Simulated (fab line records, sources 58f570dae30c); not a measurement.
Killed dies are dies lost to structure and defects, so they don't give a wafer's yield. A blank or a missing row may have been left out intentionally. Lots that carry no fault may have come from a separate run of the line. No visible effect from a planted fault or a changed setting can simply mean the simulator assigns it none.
Which of the tools did it? || flow berkeley_cmos170 || 15 lots with 45 wafers sampled at 2 steps, on a route of 331 steps

## WHAT THE GAUGES SHOWED, per wafer
UCB170_PFIELD_OVL_MEAS_06.
{"lot": "L656", "measured": "day 5 00:40", "on": "overlay-02", "PFIELD_OVL (nm)": "-1 11 3"}
{"lot": "L657", "measured": "day 5 01:12", "on": "overlay-02", "PFIELD_OVL (nm)": "-7 0 2"}
{"lot": "L658", "measured": "day 5 12:50", "on": "overlay-02", "PFIELD_OVL (nm)": "-4 0 9"}
{"lot": "L659", "measured": "day 5 20:59", "on": "overlay-02", "PFIELD_OVL (nm)": "2 -1 -4"}
{"lot": "L661", "measured": "day 5 21:26", "on": "overlay-02", "PFIELD_OVL (nm)": "-7 2 -1"}
{"lot": "L660", "measured": "day 5 21:32", "on": "overlay-01", "PFIELD_OVL (nm)": "-6 -7 3"}
{"lot": "L663", "measured": "day 6 04:13", "on": "overlay-02", "PFIELD_OVL (nm)": "-4 -8 -6"}
{"lot": "L664", "measured": "day 6 18:38", "on": "overlay-01", "PFIELD_OVL (nm)": "-3 -8 -13"}
{"lot": "L666", "measured": "day 7 05:37", "on": "overlay-01", "PFIELD_OVL (nm)": "3 3 6"}
{"lot": "L667", "measured": "day 7 17:49", "on": "overlay-01", "PFIELD_OVL (nm)": "256 256 260"}
{"lot": "L669", "measured": "day 8 01:34", "on": "overlay-01", "PFIELD_OVL (nm)": "-5 0 -9"}
{"lot": "L671", "measured": "day 8 11:29", "on": "overlay-02", "PFIELD_OVL (nm)": "251 249 255"}
{"lot": "L673", "measured": "day 8 20:37", "on": "overlay-02", "PFIELD_OVL (nm)": "252 253 253"}
{"lot": "L675", "measured": "day 9 12:26", "on": "overlay-01", "PFIELD_OVL (nm)": "-9 -10 0"}
{"lot": "L677", "measured": "day 10 03:13", "on": "overlay-01", "PFIELD_OVL (nm)": "-1 -2 3"}

## WHAT TOOL EACH LOT RAN ON (gives the tool, then ch and the chambers of the sampled wafers, and finally the start)
{"lot": "L656", "UCB170_PFIELD_EXPOSE_03": "krf_scanner-01 ch 0, day 5 00:10"}
{"lot": "L657", "UCB170_PFIELD_EXPOSE_03": "krf_scanner-02 ch 0, day 5 00:31"}
{"lot": "L658", "UCB170_PFIELD_EXPOSE_03": "krf_scanner-01 ch 0, day 5 12:25"}
{"lot": "L659", "UCB170_PFIELD_EXPOSE_03": "krf_scanner-01 ch 0, day 5 20:16"}
{"lot": "L661", "UCB170_PFIELD_EXPOSE_03": "krf_scanner-02 ch 0, day 5 20:31"}
{"lot": "L660", "UCB170_PFIELD_EXPOSE_03": "krf_scanner-01 ch 0, day 5 20:50"}
{"lot": "L663", "UCB170_PFIELD_EXPOSE_03": "krf_scanner-01 ch 0, day 6 03:49"}
{"lot": "L664", "UCB170_PFIELD_EXPOSE_03": "krf_scanner-02 ch 0, day 6 18:15"}
{"lot": "L666", "UCB170_PFIELD_EXPOSE_03": "krf_scanner-01 ch 0, day 7 05:14"}
{"lot": "L667", "UCB170_PFIELD_EXPOSE_03": "krf_scanner-01 ch 0, day 7 17:23"}
{"lot": "L669", "UCB170_PFIELD_EXPOSE_03": "krf_scanner-02 ch 0, day 8 01:11"}
{"lot": "L671", "UCB170_PFIELD_EXPOSE_03": "krf_scanner-01 ch 0, day 8 10:42"}
{"lot": "L673", "UCB170_PFIELD_EXPOSE_03": "krf_scanner-01 ch 0, day 8 20:14"}
{"lot": "L675", "UCB170_PFIELD_EXPOSE_03": "krf_scanner-02 ch 0, day 9 12:02"}
{"lot": "L677", "UCB170_PFIELD_EXPOSE_03": "krf_scanner-02 ch 0, day 10 02:34"}
- UCB170_PFIELD_EXPOSE_03: exposes mask PFIELD, target cd 1500 nm.

## AS READ BY THE TOOLS THEMSELVES (means over the sampled wafers that have a number; for cases with no such wafer, the mark the record gives instead)
The record holds no such reading with a usual standard deviation.

## THE ANSWER, worked out from the rows above alone
Rule: the lots themselves supply what counts as usual. The widest of any qualifying gaps counts: lots, ordered by their means at a reading, are off when they make up no more than a third of the lots, leave a main group of 4 or more, and stand apart from it by 3 or more times the standard deviation of that group's means. A main group whose means are all the same, to the digits that the tables above print for the reading, isn't used. A lot without any number at a reading at which 4 lots or more have one is off too. The other lots that the step has rows for count as sound. Order of review: gauges by route order, followed by the tools' own readings, for which a lot's mean as printed above is used. At the first step where some lot is off, the reading lying furthest off is the one used; lots without a number count as furthest.
Off: L667, L671, L673, seen at UCB170_PFIELD_OVL_MEAS_06 (PFIELD_OVL). The main group has a mean of -2 nm with a standard deviation of 3.8.
A tool fits if, at a process step before that reading, it ran every lot that is off, and no sound lot after the first of them. Those tools and the gauges at UCB170_PFIELD_OVL_MEAS_06 are tried in the same way. One fits: UCB170_PFIELD_EXPOSE_03 on krf_scanner-01. A fault onset in the window from L666 (day 7 05:14, its last sound lot) to L667 (day 7 17:23, its first lot off) fits.

## WHAT THE SIMULATOR PUT IN
Scanner matching overlay: krf_scanner-01, from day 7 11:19 on, at UCB170_PFIELD_EXPOSE_03. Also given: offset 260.
Shown lots that were struck: L667, L671, L673. The same result came from the rule above.
